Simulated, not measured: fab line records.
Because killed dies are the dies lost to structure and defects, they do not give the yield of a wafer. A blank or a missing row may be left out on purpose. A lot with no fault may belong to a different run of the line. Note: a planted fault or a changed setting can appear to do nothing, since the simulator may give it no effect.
One fault through the eyes of 2 desks	flow berkeley-cmos170	each desk holds nothing but its own numbers, with what lay behind them at the end

FROM THE METROLOGY DESK
What the gauges read for every lot (on any tool): the sampled wafers with a number, averaged. Marked OUT: a lot whose mean sits more than 4 standard deviations from the usual mean, which makes it out of limits; the brackets give that distance.
Columns: A = NWELL_NITRIDE_THK at UCB170_NWELL_THK_MEAS_05, usual 224.2 nm; B = SACOX_OXIDE_THK at UCB170_SACOX_THK_MEAS_02, usual 14.95 nm
lot	first seen here	A	B
L940	day 2 14:49	227.6	14.72
L941	day 2 14:49	223.0	14.73
L942	day 2 22:19	221.1	15.42
L943	day 2 22:19	224.7	15.20
L944	day 3 09:31	226.6	14.90
L945	day 3 17:41	223.6	14.76
L946	day 3 17:41	225.1	15.07
L947	day 3 21:47	221.2	15.23
L953	day 5 05:01	166.4 (-28) OUT	15.10
L954	day 5 12:16	166.4 (-28) OUT	15.12
L957	day 6 06:19	226.2	15.13
L958	day 6 06:20	225.1	14.71
L962	day 7 06:46	223.8	15.49
L963	day 7 06:46	225.8	14.69
This desk's finding: out of limits on L953, L954; first on L953, day 5 05:01 (NWELL_NITRIDE_THK at UCB170_NWELL_THK_MEAS_05). L940, L941, L942, L943, L944, L945, L946, L947, L957, L958, L962, L963 stayed within limits.

AT THE TOOL OWNER'S DESK: lpcvd-02
The tool's own readings at UCB170_NWELL_CVD_04 (deposits Si3N4 from SiH2Cl2/NH3, target thk 224 nm, time 3360 s): means of the sampled wafers that have a number, for each lot that ran on this tool. Marked OUT: a lot whose mean sits more than 4 standard deviations from the usual mean, which makes it out of limits; the brackets give that distance.
Columns: A = nh3-flow-sccm at UCB170_NWELL_CVD_04, usual 74.99 sccm; B = spike-tc-centre-C at UCB170_NWELL_CVD_04, usual 802.0 C
lot	first seen here	A	B
L940	day 2 12:53	75.21	802.3
L941	day 2 12:53	75.20	802.7
L942	day 2 20:23	75.08	802.8
L943	day 2 20:23	74.74	804.1
L953	day 5 03:05	74.85	803.2
L954	day 5 10:19	75.09	801.0
Result from this desk: across the 6 lots, nothing is out of limits.

ALL TOGETHER
On L953, L954, the metrology desk was in a position to raise an alarm at day 5 05:01.
Nothing out of limits was seen by the tool owner's desk.
The tool owner's desk has L953, L954 on record, within its limits.
Every lot named ran UCB170_NWELL_CVD_04 on lpcvd-02.

WHAT THE SIMULATOR HAD PUT IN
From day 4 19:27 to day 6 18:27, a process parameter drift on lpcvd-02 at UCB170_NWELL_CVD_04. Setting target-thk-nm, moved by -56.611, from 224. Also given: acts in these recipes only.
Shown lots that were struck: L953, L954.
Hours from the fault's start to each desk's first reading out of limits: the metrology desk, 10.
